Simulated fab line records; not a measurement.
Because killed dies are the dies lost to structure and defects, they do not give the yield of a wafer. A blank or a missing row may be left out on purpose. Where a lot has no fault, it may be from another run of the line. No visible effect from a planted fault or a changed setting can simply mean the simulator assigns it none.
fab line records	flow rit-cmos
[record] lots = 6	wafers = 18	last-day = 6
route steps=202 shown NWELL@38 PWELL@39 WELLDRIVE@50 NRETRO@53 M1@202
lots that met no fault: taken from a fault-free run of the same line
start-h: hours from the record's opening day to when the first of the lot's shown wafers began	wait-h: hours elapsed since this lot's preceding step	" unchanged from the row above	L1.1+2: a single row standing in for several wafers	- no value present, or no start provided	* or withheld: withheld	< > ~ a bound
route shown NAME@n: NAME is a module with steps in the file, n the number in the route of the first one	usual: mean/standard deviation taken from wafers without a fault	same: alike in all rows	chamber/n: place in a boat	sites: each site's reading	_std_site: how widely they spread, as a standard deviation	_edge_site: outer sites' mean less inner sites'	radius-mm: for every site, how far away it sits from the centre of the wafer	mask NAME#n: copy n	behind: the tool/chamber that last shaped the wafer	hold: cause of the lot's hold/its duration in hours/its outcome	device: transistor that didn't switch, given as n, p or np	end of line: tests of these same wafers at the route's end	a step with no rows: only its recipe	killed: at the first sort, the dies lost to defects and structure; wafer yield is something else	map: the dies of a wafer, with x for killed, . for not killed, _ for no die there
set.NAME: the setting that was run; set.NAME@STEP: the one run at that earlier step	model.NAME: the simulator's own value behind a step, which no gauge read
a table for each step, a row for each wafer; lots at some steps of the route
services: when a tool's chamber went out of use (start-h, in hours from the record's first day, below 0 if earlier), for how many hours, and the reason
[[steps]]
[step RIT_NWELL_TW_MEAS_10]
[usual] NWELL_TW = 2163/11
lot.wafer	tool	chamber	start-h	wait-h	NWELL_TW
L387.3	film-metro-02	-	31.21	0.1	2168
L387.5	"	-	"	"	2165
L387.6	"	-	"	"	2165
L391.1	film-metro-04	-	51.47	0.1	2181
L391.2	"	-	"	"	2166
L391.3	"	-	"	"	2178
L393.1	film-metro-04	-	59.69	0.1	2177
L393.2	"	-	"	"	2165
L393.4	"	-	"	"	2171
L395.3	film-metro-04	-	71.22	0.1	2172
L395.5	"	-	"	"	2177
L395.6	"	-	"	"	2166
L397.2	film-metro-02	-	80.52	0.1	2175
L397.3	"	-	"	"	2172
L397.5	"	-	"	"	2155
L405.2	film-metro-04	-	117.67	0.1	2156
L405.3	"	-	"	"	2180
L405.6	"	-	"	"	2168
[step RIT_PWELL_HMDS_00]
[recipe] prime-time-s = 60	prime-temp-c = 140
[step RIT_PWELL_COAT_01]
[recipe] resist = NOVOLAK	spin-rpm = 2000	resist-thk-nm = 1300
[step RIT_PWELL_SOFTBAKE_02]
[recipe] resist = NOVOLAK	temp-c = 90	time-s = 60
[step RIT_PWELL_EXPOSE_03]
[recipe] mask-id = M3	na = 0.57	target-cd-nm = 43700	dose-mj = 250
[step RIT_PWELL_PEB_04]
[recipe] resist = NOVOLAK	temp-c = withheld	time-s = withheld
[step RIT_PWELL_DEVELOP_05]
[recipe] resist = NOVOLAK	develop-time-s = 68	dev-temp-c = 23
[step RIT_PWELL_OVL_MEAS_06]
[usual] PWELL_OVL = 0.1/1.7
lot.wafer	tool	chamber	start-h	wait-h	PWELL_OVL[nm]
L387.3	overlay-02	-	32.27	-	0.0
L387.5	"	-	"	"	-1.3
L387.6	"	-	"	"	1.0
L391.1	overlay-01	-	52.54	-	0.9
L391.2	"	-	"	"	1.2
L391.3	"	-	"	"	1.0
L393.1	overlay-02	-	60.75	-	0.9
L393.2	"	-	"	"	1.7
L393.4	"	-	"	"	1.9
L395.3	overlay-01	-	72.16	-	0.7
L395.5	"	-	"	"	1.2
L395.6	"	-	"	"	0.9
L397.2	overlay-01	-	81.52	-	-1.3
L397.3	"	-	"	"	-1.9
L397.5	"	-	"	"	-1.8
L405.2	overlay-02	-	118.60	-	-0.7
L405.3	"	-	"	"	-0.9
L405.6	"	-	"	"	-1.1
[step RIT_PWELL_HARDBAKE_07]
[recipe] resist = NOVOLAK	temp-c = 140	time-s = 120
[step RIT_PWELL_IMPLANT_08]
[recipe] species = B	energy-kev = 170	dose-cm2 = 7e+13	tilt-deg = 7
[step RIT_PWELL_STRIP_09]
[recipe] chemistry = O2	time-s = 180	resist = NOVOLAK	platen-temp-c = withheld	power-w = 500	pressure-mtorr = 4000	o2-flow-sccm = 4000
[usual] drypump-motor-current-A = 5.9/0.33
lot.wafer	tool	chamber	start-h	wait-h	drypump-motor-current-A	rf-hours-counter-h
L387.3	plasma-asher-02	1	32.75	0.1	5.7	-
L387.5	"	0	"	"	6.3	-
L387.6	"	1	"	"	5.7	-
L391.1	plasma-asher-01	0	52.98	0.1	6.2	26
L391.2	"	1	"	"	5.6	26
L391.3	"	1	"	"	5.6	-
L393.1	plasma-asher-01	1	61.19	0.1	5.6	27
L393.2	"	0	"	"	6.2	27
L393.4	"	1	"	"	5.5	-
L395.3	plasma-asher-01	0	72.64	0.1	6.2	-
L395.5	"	1	"	"	5.6	-
L395.6	"	0	"	"	6.2	-
L397.2	plasma-asher-02	0	81.95	0.1	6.3	44
L397.3	"	0	"	"	6.3	-
L397.5	"	0	"	"	6.2	-
L405.2	plasma-asher-01	0	119.03	0.1	6.2	34
L405.3	"	1	"	"	5.6	-
L405.6	"	1	"	"	5.6	-
[step RIT_PWELL_TW_MEAS_10]
[usual] PWELL_TW = 961/5.9
lot.wafer	tool	chamber	start-h	wait-h	PWELL_TW
L387.3	film-metro-04	-	32.89	0.1	959
L387.5	"	-	"	"	961
L387.6	"	-	"	"	963
L391.1	film-metro-04	-	53.15	0.1	964
L391.2	"	-	"	"	969
L391.3	"	-	"	"	964
L393.1	film-metro-02	-	61.36	0.1	953
L393.2	"	-	"	"	957
L393.4	"	-	"	"	949
L395.3	film-metro-02	-	72.77	0.1	961
L395.5	"	-	"	"	962
L395.6	"	-	"	"	967
L397.2	film-metro-04	-	82.13	0.1	972
L397.3	"	-	"	"	965
L397.5	"	-	"	"	966
L405.2	film-metro-02	-	119.22	0.1	958
L405.3	"	-	"	"	951
L405.6	"	-	"	"	953
[step RIT_WELLDRIVE_ANNEAL_00]
[recipe] temp-c = 1100	time-s = 14700	ambient = N2
[usual] spike-tc-centre-C = 1102.3/1.2	spike-tc-load-C = 1128.4/2.5	spike-tc-source-C = 1129.1/2.1	tube-center-temp-C = 1100/0.1	tube_center_temp_C_max = 1102.8/0.46
lot.wafer	tool	chamber	start-h	wait-h	spike-tc-centre-C	spike-tc-load-C	spike-tc-source-C	tube-center-temp-C	tube_center_temp_C_max
L387.3	furnace-04	0	33.94	1.0	1101.5	1127.7	1126.8	1100.2	1102.8
L387.5	"	0	"	"	1102.6	1126.0	1127.4	1100	1103.3
L387.6	"	0	"	"	1101.4	1127.0	1125.9	1099.9	1102.6
L391.1	furnace-01	0	55.78	2.6	1103.7	1124.5	1130.4	1099.9	1102.6
L391.2	"	0	"	"	1101.6	1128.3	1131.2	1100	1103.3
L391.3	"	0	"	"	1101.3	1127.7	1130.6	1100	1104.1
L393.1	furnace-04	0	64.50	3.1	1124.0	1148.9	1149.6	1122	1124.6
L393.2	"	0	"	"	1125.3	1148.6	1150.1	1122	1125.3
L393.4	"	0	"	"	1124.2	1148.3	1149.2	1122.1	1124.6
L395.3	furnace-04	0	73.69	0.9	1123.9	1148.8	1148.8	1121.8	1124.6
L395.5	"	0	"	"	1126.4	1149.3	1147.3	1121.9	1125.8
L395.6	"	0	"	"	1124.9	1148.0	1148.3	1121.9	1124.8
L397.2	furnace-03	0	82.18	0.0	1101.0	1131.3	1129.5	1100	1102.8
L397.3	"	0	"	"	1102.8	1132.4	1131.0	1100.2	1102.3
L397.5	"	0	"	"	1102.8	1130.4	1130.9	1100	1103.0
L405.2	furnace-03	0	119.44	0.2	1103.9	1129.7	1128.8	1100	1103.7
L405.3	"	0	"	"	1102.3	1130.7	1129.7	1100	1102.7
L405.6	"	0	"	"	1103.2	1131.1	1128.5	1100.2	1102.6
[step RIT_WELLDRIVE_RS_MEAS_01]
[recipe] thk-meas-gauge = four-point-probe
[usual] NWELL_RS = 276.0/0.78
lot.wafer	tool	chamber	start-h	wait-h	NWELL_RS[ohm/sq]
L387.3	film-metro-04	-	39.06	0.0	275.3
L387.5	"	-	"	"	276.1
L387.6	"	-	"	"	276.9
L391.1	film-metro-04	-	60.86	0.0	276.4
L391.2	"	-	"	"	275.4
L391.3	"	-	"	"	275.2
L393.1	film-metro-02	-	69.58	0.0	252.8
L393.2	"	-	"	"	253.0
L393.4	"	-	"	"	252.7
L395.3	film-metro-04	-	78.82	0.0	253.9
L395.5	"	-	"	"	253.8
L395.6	"	-	"	"	253.4
L397.2	film-metro-04	-	87.28	0.0	276.4
L397.3	"	-	"	"	277.4
L397.5	"	-	"	"	276.7
L405.2	film-metro-04	-	124.55	0.0	277.1
L405.3	"	-	"	"	275.8
L405.6	"	-	"	"	275.8
[step RIT_WELLDRIVE_RS_MEAS_02]
[recipe] thk-meas-gauge = four-point-probe
[usual] PWELL_RS = 429.7/1.2
lot.wafer	tool	chamber	start-h	wait-h	PWELL_RS[ohm/sq]
L387.3	film-metro-04	-	39.18	0.1	430.8
L387.5	"	-	"	"	429.5
L387.6	"	-	"	"	429.0
L391.1	film-metro-04	-	60.98	0.1	428.8
L391.2	"	-	"	"	429.1
L391.3	"	-	"	"	429.0
L393.1	film-metro-02	-	69.70	0.1	406.3
L393.2	"	-	"	"	405.3
L393.4	"	-	"	"	406.4
L395.3	film-metro-04	-	78.94	0.1	403.6
L395.5	"	-	"	"	404.5
L395.6	"	-	"	"	403.6
L397.2	film-metro-04	-	87.40	0.1	429.3
L397.3	"	-	"	"	431.3
L397.5	"	-	"	"	430.4
L405.2	film-metro-04	-	124.67	0.1	430.2
L405.3	"	-	"	"	431.2
L405.6	"	-	"	"	430.2
[step RIT_NRETRO_HMDS_00]
[recipe] prime-time-s = 60	prime-temp-c = 140
[step RIT_M1_PROBE_99]
[usual] killed-at-front-end = 7/3.1	killed-dies = 7/3.1	killed-on-rim = 1.8/1.3	killed-open = 3.3/2	killed-short = 3.5/1.9
[same] gross-dies = 264	killed_at_M0_to_M3 = 0	killed_at_M4_up = 0	killed-at-back-side = 0	killed-at-contacts = 0	killed-at-other = 0
lot.wafer	tool	chamber	start-h	wait-h	killed-at-front-end	killed-dies	killed-on-rim	killed-open	killed-short	model.etest.nmos_0p3.r-on-ohm-um	model.etest.nwell-pinched.rs-ohm-sq	model.etest.pwell-pinched.rs-ohm-sq	model.etest.pwell.rs-ohm-sq	model.etest.nmos-turned.drive-ua-um	model.etest.nmos_0p15.drive-ua-um	model.etest.nmos-narrow.drive-ua-um	model.etest.pmos_0p15.drive-ua-um
L387.3	prober-01	-	72.49	0.2	3	3	1	2	1	2094	337.7	452.8	411.7	338.6	496	234.4	282.4
L387.5	prober-01	-	72.59	0.2	3	3	2	2	1	2119	337.6	445.5	408.6	316.9	481.5	235.2	269.2
L387.6	prober-01	-	72.64	0.2	12	12	1	8	4	2074	336.7	451.6	412.4	323.2	491.9	242.3	276.6
L391.1	prober-01	-	93.07	0.1	5	5	1	5	0	2083	340	457	411.5	343	485.8	241.2	263.7
L391.2	prober-01	-	93.12	0.1	4	4	0	3	1	2064	340.8	458.4	415.5	346.4	498.6	248	271
L391.3	prober-01	-	93.17	0.2	8	8	2	6	2	2088	333.6	459.5	417.4	333.1	486.9	239.3	261.2
L393.1	prober-01	-	104.20	0.1	15	15	5	9	6	2078	298.1	431.8	391.1	357.8	499.6	236	271
L393.2	prober-01	-	104.25	0.1	5	5	1	3	2	2077	299.3	429.6	391.9	365.9	500.7	241.1	269.3
L393.4	prober-01	-	104.35	0.2	7	7	3	3	4	2108	302.3	430.9	390.8	361.1	498.5	239.8	270.2
L395.3	prober-01	-	109.54	0.2	7	7	0	4	3	2069	298.5	425.7	386.5	347.7	509.9	250.9	290.8
L395.5	prober-01	-	109.64	0.2	9	9	3	5	4	2086	298.1	430.3	389.7	351.6	498.8	249.6	285.8
L395.6	prober-01	-	109.69	0.2	6	6	1	3	3	2044	297.5	424.1	391	358.3	508.5	247.6	290.5
L397.2	prober-01	-	118.58	0.1	5	5	2	3	2	2134	340.2	461.9	416.9	317.2	468	232.9	258.4
L397.3	prober-01	-	118.63	0.2	8	8	1	3	4	2137	339.9	467.6	419.6	320.4	468.7	228.3	259.6
L397.5	prober-01	-	118.73	0.2	5	5	1	1	4	2113	335.9	458.1	422.1	317.4	467.9	230.2	258.6
L405.2	prober-01	-	154.61	0.1	7	7	1	4	3	2079	342.6	461.9	418.7	346.1	479.4	244.9	270.9
L405.3	prober-01	-	154.66	0.2	0	0	0	0	0	2096	337.8	462.8	419.6	334.1	468.8	236.2	261.8
L405.6	prober-01	-	154.81	0.2	7	7	2	4	3	2071	335.9	460	420.1	339.6	466.6	235.5	263.7
// killed by level:class
L387.3 FOX1:geometric-particle:open=1 FOX2:geometric-particle:short=1 GATE:geometric-particle:open=1
L387.5 FOX1:geometric-particle:open=1 FOX1:geometric-particle:short=1 REOX:geometric-particle:open=1
L387.6 FOX1:geometric-particle:open=3 GATE:geometric-particle:open=2 GATE:geometric-particle:short=2 FOX2:geometric-particle:open=1 FOX2:geometric-particle:short=1 REOX:geometric-particle:open=1 SILICIDE:geometric-particle:short=1 SILICIDE:geometric-particle:open=1
L391.1 REOX:geometric-particle:open=3 FOX1:geometric-particle:open=2
L391.2 REOX:geometric-particle:open=2 GATE:geometric-particle:short=1 GATE:geometric-particle:open=1
L391.3 FOX1:geometric-particle:open=2 SILICIDE:geometric-particle:open=2 FOX2:geometric-particle:open=1 GATE:geometric-particle:open=1 SPACER:geometric-particle:short=1 SILICIDE:geometric-particle:short=1
L393.1 GATE:geometric-particle:open=4 FOX1:geometric-particle:short=3 FOX1:geometric-particle:open=2 REOX:geometric-particle:open=2 SPACER:geometric-particle:short=2 FOX2:geometric-particle:open=1 REOX:geometric-particle:short=1
L393.2 FOX1:geometric-particle:open=1 GATE:geometric-particle:open=1 GATE:geometric-particle:short=1 REOX:geometric-particle:short=1 SPACER:geometric-particle:open=1
L393.4 FOX2:geometric-particle:short=2 GATE:geometric-particle:open=2 FOX1:geometric-particle:short=1 REOX:geometric-particle:short=1 SPACER:geometric-particle:open=1
L395.3 REOX:geometric-particle:open=2 SILICIDE:geometric-particle:short=2 FOX2:geometric-particle:short=1 GATE:geometric-particle:open=1 SILICIDE:geometric-particle:open=1
L395.5 REOX:geometric-particle:open=2 REOX:geometric-particle:short=2 FOX1:geometric-particle:open=1 GATE:geometric-particle:short=1 GATE:geometric-particle:open=1 SILICIDE:geometric-particle:open=1 SILICIDE:geometric-particle:short=1
L395.6 SPACER:geometric-particle:open=2 FOX1:geometric-particle:short=1 GATE:geometric-particle:open=1 REOX:geometric-particle:short=1 SILICIDE:geometric-particle:short=1
L397.2 SILICIDE:geometric-particle:open=2 FOX1:geometric-particle:short=1 FOX1:geometric-particle:open=1 FOX2:geometric-particle:short=1
L397.3 FOX2:geometric-particle:short=2 SILICIDE:geometric-particle:open=2 FOX1:geometric-particle:open=1 FOX1:geometric-particle:short=1 GATE:geometric-particle:short=1 NWELL:coat-microbubble-printed=1
L397.5 FOX1:geometric-particle:short=2 REOX:geometric-particle:open=1 REOX:geometric-particle:short=1 SPACER:geometric-particle:short=1
L405.2 GATE:geometric-particle:open=3 GATE:geometric-particle:short=2 FOX1:geometric-particle:short=1 SILICIDE:geometric-particle:open=1
L405.3
L405.6 GATE:geometric-particle:short=2 SPACER:geometric-particle:open=2 FOX1:geometric-particle:open=1 FOX2:geometric-particle:open=1 SILICIDE:geometric-particle:short=1
[[services]]
tool	chamber	start-h	hours	kind
furnace-03	-	19.94	4.3	pm
furnace-03	-	32.10	12.5	pm
plasma-asher-01	-	39.76	1.2	repair
furnace-04	-	48.92	3.0	pm
[[key]]
[first-sign] step = RIT_WELLDRIVE_ANNEAL_00	reading = tube-center-temp-C	direction = up	sigmas = 99+	usual = *	struck = *
[effect] step = RIT_WELLDRIVE_ANNEAL_00	reading = tube_center_temp_C_max	direction = up	sigmas = 48	usual = *	struck = *
[effect] step = RIT_WELLDRIVE_RS_MEAS_01	reading = NWELL_RS	direction = down	sigmas = 29	usual = 276.0	struck = 253.3
[effect] step = RIT_WELLDRIVE_RS_MEAS_02	reading = PWELL_RS	direction = down	sigmas = 21	usual = 429.7	struck = 405.0
[model-effect] step = RIT_M1_PROBE_99	value = etest.nmos_0p3.r-on-ohm-um	without = 2144	struck = 2077
met-at RIT_WELLDRIVE_ANNEAL_00
struck-wafers L393.1,L393.2,L393.4,L395.3,L395.5,L395.6
tester-left-out L393,L395
onset-between 33.94 64.50
[fault] kind = process-parameter-drift	tool = furnace-04	chamber = -	onset-h = 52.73	steps = RIT_WELLDRIVE_ANNEAL_00	channel = temp-c	offset = *	shape = step	end-h = 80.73	acts-in = *	stated = *
// tester-left-out: of these lots the tester's yield and bins aren't shown, on N5 and GAA mostly nor the transistor test; their killed dies are dies lost to structure and defects alone, not to doping, threshold or leakage, so they don't give the yield
